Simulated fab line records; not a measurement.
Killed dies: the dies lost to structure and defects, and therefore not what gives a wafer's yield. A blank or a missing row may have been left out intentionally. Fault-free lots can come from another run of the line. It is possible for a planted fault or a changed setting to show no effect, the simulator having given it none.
A single fault, viewed from 2 desks | flow rit-cmos | each desk has only its own numbers; what lay behind them comes last

AT THE METROLOGY DESK
What the gauges read, lot by lot, whatever tool the lot ran on: means of the sampled wafers that have a number. Any lot whose mean is over 4 standard deviations away from the usual mean is out of limits and marked OUT; that distance is given in the brackets.
Columns: A = M1_AL_RS at RIT_M1_RS_MEAS_01, usual 0.0733 ohm/sq; B = M1_AL_THK at RIT_M1_THK_MEAS_02, usual 402 nm; C = cd-nm at RIT_M1_CD_MEAS_09, usual 2600.1 nm; D = M1_OVL at RIT_M1_OVL_MEAS_10, usual -1.3 nm
lot  | first seen here | A      | B   | C      | D
L889 | day 3 08:10     | 0.0730 | 404 | 2598.2 | -0.1
L893 | day 4 03:41     | 0.0734 | 398 | 2602.2 | -2.3
L902 | day 6 23:10     | 0.0728 | 408 | 2598.5 | 1.4
L905 | day 7 06:35     | 0.0725 | 407 | 2599.7 | -2.7
L906 | day 7 06:44     | 0.0730 | 403 | 2599.8 | -0.5
L907 | day 7 17:20     | 0.0742 | 394 | 2600.8 | -1.7
Result from this desk: across the 6 lots, nothing is out of limits.

AT THE TOOL OWNER'S DESK: rie-metal-03
The tool's own readings at RIT_M1_METAL_ETCH_12 (etches Al in Cl2/BCl3, stops on SiO2, time 165 s, target depth 600 nm): means of the sampled wafers that have a number, for each lot that ran on this tool. Any lot whose mean is over 4 standard deviations away from the usual mean is out of limits and marked OUT; that distance is given in the brackets.
Columns: A = drypump-motor-current-A at RIT_M1_METAL_ETCH_12, usual 5.7 A; B = oes-product-au at RIT_M1_METAL_ETCH_12, usual 0.785 a.u.; C = throttle-valve-pct at RIT_M1_METAL_ETCH_12, usual 8.23 %
lot  | first seen here | A   | B     | C
L893 | day 4 05:16     | 6.0 | 0.789 | 8.21
L902 | day 7 00:50     | 6.0 | 0.787 | 8.20
L905 | day 7 08:04     | 5.8 | 0.791 | 8.25
Result from this desk: across the 3 lots, nothing is out of limits.

BROUGHT TOGETHER
Nothing out of limits was seen by the metrology desk.
The desk of the tool owner found nothing out of limits.

WHAT THE SIMULATOR PUT IN
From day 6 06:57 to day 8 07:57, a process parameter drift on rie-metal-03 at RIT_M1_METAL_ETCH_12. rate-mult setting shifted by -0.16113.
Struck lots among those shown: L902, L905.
